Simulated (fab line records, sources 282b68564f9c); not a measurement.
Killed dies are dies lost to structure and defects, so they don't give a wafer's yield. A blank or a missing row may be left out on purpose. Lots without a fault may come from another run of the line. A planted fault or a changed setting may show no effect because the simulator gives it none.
A struck lot beside a sound one | flow rit_cmos | 15 steps out of a route of 202
Sound: wafers L342.2, L342.3, L342.5. Struck: wafers L350.1, L350.3, L350.4. The cause comes at the end.
At each step with rows: each side's tool, then ch and its chambers, then its first start. Under that, the readings that differ: sound wafers | struck wafers | difference of the means | sigmas: that difference in standard deviations of wafers without a fault.
alike: readings whose means differ by less than 2 such deviations, and words and numbers that are the same on both sides. not compared: withheld readings, readings that some wafer has no value for, bounds like >300 that may hide the same value, and numbers for which the record gives no deviation and whose values overlap.
The two part at a step that has a row with sigmas, a row that says differs or no value, or rows on one side only. Numbers that don't overlap but have no deviation are shown without sigmas and don't part them. A reading that every wafer of one side lacks parts them only if that side has two wafers or more.

first, 3 steps without rows for these wafers: RIT_SDANNEAL_CLEAN_00 (cleans in SC1, time 600 s); RIT_SDANNEAL_CLEAN_01 (cleans in dHF, time 30 s); RIT_SDANNEAL_CLEAN_02 (cleans in SC2, time 600 s).
RIT_SDANNEAL_RTA_03: time 5 s.
  sound on rtp_anneal-01 ch 0, day 4 13:56; struck on rtp_anneal-01 ch 0, day 6 09:31
  alike: wafer_temp_C_max
RIT_SDANNEAL_RS_MEAS_04: measures by four-point-probe.
  sound on film_metro-01, day 4 14:01; struck on film_metro-01, day 6 09:34
  reading         | sound             | struck            | difference | sigmas
  PSD_RS (ohm/sq) | 115.9 116.1 115.9 | 115.4 115.1 115.1 | -0.8       | -2
RIT_SDANNEAL_RS_MEAS_05: measures by four-point-probe.
  sound on film_metro-01, day 4 14:08; struck on film_metro-01, day 6 09:41
  alike: NSD_RS
RIT_SDANNEAL_RS_MEAS_06: measures by four-point-probe.
  sound on film_metro-01, day 4 14:15; struck on film_metro-01, day 6 09:49
  alike: PLDD_RS
RIT_SDANNEAL_RS_MEAS_07: measures by four-point-probe.
  sound on film_metro-01, day 4 14:22; struck on film_metro-01, day 6 09:56
  alike: NLDD_RS
then, 1 step without rows for these wafers: RIT_SILICIDE_WET_ETCH_00 (etches SiO2 in BOE, target depth 14 nm, time 15 s).
RIT_SILICIDE_SPUTTER_01: material Ti, target thk 30 nm, time 240 s.
  sound on pvd_sputter-02, day 4 14:29; struck on pvd_sputter-03, day 6 10:04
  alike: throttle_valve_pct
RIT_SILICIDE_RS_MEAS_02: measures by four-point-probe.
  sound on film_metro-02, day 4 14:39; struck on film_metro-04, day 6 10:13
  alike: SILICIDE_TI_RS
RIT_SILICIDE_THK_MEAS_03: measures by xrf.
  sound on film_metro-02, day 4 14:46; struck on film_metro-04, day 6 10:20
  alike: SILICIDE_TI_THK
RIT_SILICIDE_RTA_04: time 10 s, ramp up 5 s, ramp down 5 s.
  sound on rtp_anneal-02 ch 0, day 4 14:49; struck on rtp_anneal-02 ch 0, day 6 10:23
  reading          | sound             | struck            | difference | sigmas
  wafer_temp_C_max | 654.5 655.0 655.5 | 594.2 597.1 596.0 | -59.2      | -42
then, 1 step without rows for these wafers: RIT_SILICIDE_WET_ETCH_05 (etches Ti in SPM, time 120 s).
RIT_M1_PROBE_99:
  sound on prober-02, day 4 21:25; struck on prober-02, day 6 17:16
  reading                              | sound             | struck            | difference | sigmas
  model.etest.npoly_line.line_ohm_um   | 174.9 174.4 173.2 | 239.5 232.6 236.7 | +62.1      |
  model.etest.ppoly_line.line_ohm_um   | 168.3 168.4 167.3 | 224.3 217.7 226.4 | +54.8      |
  model.etest.ppoly_line.width_nm (nm) | 98.95 99.05 98.93 | 112.3 115.6 112.7 | +14.6      |
  model.etest.npoly_line.width_nm (nm) | 98.34 98.48 98.38 | 111.3 114.7 112.4 | +14.4      |
  model.etest.contact_pplus.end_ohm_um | 42.49 42.67 41.54 | 34.29 34.27 34.5  | -7.88      |
  model.etest.npoly_line.rs_ohm_sq     | 17.03 16.91 17.06 | 26.57 26.55 26.8  | +9.64      |
  model.etest.ppoly_line.rs_ohm_sq     | 16.44 16.37 16.54 | 25.37 25.2 25.39  | +8.87      |
  model.etest.contact_nplus.end_ohm_um | 40.9 40 41.88     | 33.12 32.94 33.36 | -7.79      |
  alike: killed_at_contacts, killed_at_front_end, killed_dies, killed_open, killed_short

WHERE THEY PART
First at RIT_SDANNEAL_RS_MEAS_04; last, within this record, at RIT_SILICIDE_RTA_04. Later steps at which nothing parts them and some readings are alike: RIT_M1_PROBE_99.

WHY: what the simulator had put in
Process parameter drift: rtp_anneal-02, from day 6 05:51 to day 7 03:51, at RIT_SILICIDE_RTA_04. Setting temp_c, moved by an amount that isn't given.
